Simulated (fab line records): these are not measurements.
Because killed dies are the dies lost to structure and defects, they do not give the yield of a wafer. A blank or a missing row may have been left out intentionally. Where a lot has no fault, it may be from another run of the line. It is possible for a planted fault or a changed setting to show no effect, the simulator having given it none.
The tool behind it: which one? -- flow berkeley-cmos170 -- 15 lots, 45 wafers sampled, at 2 steps of a route of 331

== WHAT EACH GAUGE READ, for each wafer ==
UCB170_M3_OVL_MEAS_16.
lot,measured,on,M3_OVL (nm)
L643,day 9 16:20,overlay-02,12 5 8
L644,day 9 21:07,overlay-02,6 -1 2
L645,day 9 21:40,overlay-02,-5 3 -1
L647,day 10 18:52,overlay-02,-7 -1 -5
L649,day 10 22:53,overlay-02,-1 -2 2
L646,day 10 23:26,overlay-01,-2 1 -1
L648,day 10 23:30,overlay-02,1 -6 4
L651,day 11 08:01,overlay-01,2 6 5
L653,day 11 17:54,overlay-02,0 1 6
L652,day 11 20:28,overlay-02,6 8 5
L656,day 12 22:49,overlay-01,-3 -3 -2
L657,day 13 09:26,overlay-01,4 8 4
L658,day 13 13:19,overlay-02,146 152 143
L661,day 14 02:43,overlay-01,160 152 161
L662,day 14 02:59,overlay-01,145 142 145

== WHICH TOOL RAN EACH LOT (tool, then ch and the chambers of the sampled wafers, then the start) ==
lot,UCB170_M3_EXPOSE_12
L643,"krf-scanner-01 ch 0, day 9 15:29"
L644,"krf-scanner-02 ch 0, day 9 20:37"
L645,"krf-scanner-01 ch 0, day 9 20:56"
L647,"krf-scanner-02 ch 0, day 10 18:14"
L649,"krf-scanner-02 ch 0, day 10 21:52"
L646,"krf-scanner-01 ch 0, day 10 22:22"
L648,"krf-scanner-01 ch 0, day 10 22:28"
L651,"krf-scanner-01 ch 0, day 11 07:30"
L653,"krf-scanner-01 ch 0, day 11 16:53"
L652,"krf-scanner-01 ch 0, day 11 19:37"
L656,"krf-scanner-02 ch 0, day 12 22:21"
L657,"krf-scanner-01 ch 0, day 13 08:57"
L658,"krf-scanner-02 ch 0, day 13 12:49"
L661,"krf-scanner-02 ch 0, day 14 01:49"
L662,"krf-scanner-02 ch 0, day 14 02:17"
- UCB170_M3_EXPOSE_12: exposes mask METAL3, target cd 700 nm.

== WHAT THE TOOLS THEMSELVES READ (means of the sampled wafers that have a number; where no wafer has one, the mark that the record gives instead) ==
The record holds no such reading with a usual standard deviation.

== THE ANSWER, worked out from the rows above alone ==
Rule: the usual values come from the lots themselves. The widest of any qualifying gaps counts: lots, ordered by their means at a reading, are off when they make up no more than a third of the lots, leave a main group of 4 or more, and stand apart from it by 3 or more times the standard deviation of that group's means. Not used: any main group whose means are identical at the precision the tables above print for the reading. A lot without any number at a reading at which 4 lots or more have one is off too. The other lots that the step has rows for count as sound. After the gauges, taken in route order, come the tools' own readings; for these a lot's mean is taken, as printed above. The first step at which some lot is off is used, and at that step the reading that is off furthest; a lot without a number counts as furthest.
Off: at UCB170_M3_OVL_MEAS_16 (M3_OVL), L658, L661, L662. The main group has a mean of 2 nm with a standard deviation of 3.7.
If a tool, at a process step before that reading, ran all the lots that are off and no sound lot after the first of them, it fits. The gauges at UCB170_M3_OVL_MEAS_16 are tried like those tools. One fits: krf-scanner-02 at UCB170_M3_EXPOSE_12. A fault onset in the window from L656 (day 12 22:21, its last sound lot) to L658 (day 13 12:49, its first lot off) fits.

== WHAT HAD BEEN PUT IN BY THE SIMULATOR ==
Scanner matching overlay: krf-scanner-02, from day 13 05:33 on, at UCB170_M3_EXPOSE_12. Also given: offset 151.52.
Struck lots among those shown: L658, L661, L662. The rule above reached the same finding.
